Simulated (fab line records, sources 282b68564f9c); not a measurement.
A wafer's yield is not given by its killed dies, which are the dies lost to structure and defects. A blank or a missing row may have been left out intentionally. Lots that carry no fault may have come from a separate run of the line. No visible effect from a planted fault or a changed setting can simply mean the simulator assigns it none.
Check for tools in common -- flow ritCmos -- Lots sampled 15, wafers sampled 45

== REASON FOR OPENING ==
Of 15 lots, 3 have the reading NSD_TW flagged at RIT_NSD_TW_MEAS_10. Fault-free wafers read 3102, with a standard deviation of 16.
Rule: a lot is flagged in two cases, either no wafer of it has a number, or all its wafers with numbers fall more than 4 standard deviations from that mean. All remaining lots are regarded as sound.

lot,measured,on,"NSD_TW, wafer by wafer",flag
L398,day 3 01:00,filmMetro-04,3100 3114 3089,
L399,day 3 04:29,filmMetro-03,3080 3085 3086,
L400,day 3 17:29,filmMetro-04,3087 3096 3087,
L401,day 3 23:43,filmMetro-03,3090 3082 3091,
L403,day 4 08:19,filmMetro-03,3113 3104 3118,
L404,day 4 11:38,filmMetro-04,3125 3120 3101,
L405,day 4 18:47,filmMetro-03,3103 3110 3116,
L406,day 4 21:52,filmMetro-03,3104 3094 3104,
L407,day 5 12:27,filmMetro-03,3087 3100 3089,
L414,day 6 18:53,filmMetro-04,3261 3273 3251,FLAGGED
L415,day 6 19:19,filmMetro-03,3267 3284 3260,FLAGGED
L416,day 7 00:25,filmMetro-03,3273 3254 3256,FLAGGED
L419,day 7 14:43,filmMetro-04,3094 3116 3115,
L421,day 7 20:04,filmMetro-04,3114 3102 3116,
L420,day 19 07:54,filmMetro-01,3079 3102 3093,
The numbers of the flagged lots are 3264 on average: +162 against the usual, or +10 standard deviations.

== TOOL THAT RAN EACH LOT ==
The record keeps 1 process step preceding the reading, out of 202 steps on the route. Cell contents, in order: the tool; ch with the chambers the sampled wafers went through; the start.
lot,flag,RIT_PLDD_COAT_01
L398,,"lithoTrack-03 ch 0, day 2 19:45"
L399,,"lithoTrack-03 ch 0, day 2 23:07"
L400,,"lithoTrack-04 ch 0, day 3 11:17"
L401,,"lithoTrack-04 ch 0, day 3 18:19"
L403,,"lithoTrack-03 ch 0, day 4 03:04"
L404,,"lithoTrack-02 ch 0, day 4 05:46"
L405,,"lithoTrack-02 ch 0, day 4 13:26"
L406,,"lithoTrack-03 ch 0, day 4 16:40"
L407,,"lithoTrack-02 ch 0, day 5 07:19"
L414,FLAGGED,"lithoTrack-03, day 6 13:22"
L415,FLAGGED,"lithoTrack-02, day 6 13:29"
L416,FLAGGED,"lithoTrack-03, day 6 19:02"
L419,,"lithoTrack-03 ch 0, day 7 09:28"
L421,,"lithoTrack-03 ch 0, day 7 14:50"
L420,,"lithoTrack-04 ch 0, day 19 01:52"
What is done by these steps:
- RIT_PLDD_COAT_01: resist thk 1000 nm.
- RIT_NSD_TW_MEAS_10

== FLAGGED OVER TOTAL, TOOL BY TOOL (the gauges that took the reading come last) ==
step,tool,lots run,flagged,share of the flagged lots,sound lots run after its first flagged lot
RIT_PLDD_COAT_01,lithoTrack-02,4,1,some,0
RIT_PLDD_COAT_01,lithoTrack-03,8,2,some,"2 (L419,L421)"
RIT_PLDD_COAT_01,lithoTrack-04,3,0,none,-
RIT_NSD_TW_MEAS_10,filmMetro-01,1,0,none,-
RIT_NSD_TW_MEAS_10,filmMetro-03,8,2,some,0
RIT_NSD_TW_MEAS_10,filmMetro-04,6,1,some,"2 (L419,L421)"

== WHAT THE TABLE PERMITS ==
No row of the table ran every flagged lot.

== WHAT THE SIMULATOR HAD PUT IN ==
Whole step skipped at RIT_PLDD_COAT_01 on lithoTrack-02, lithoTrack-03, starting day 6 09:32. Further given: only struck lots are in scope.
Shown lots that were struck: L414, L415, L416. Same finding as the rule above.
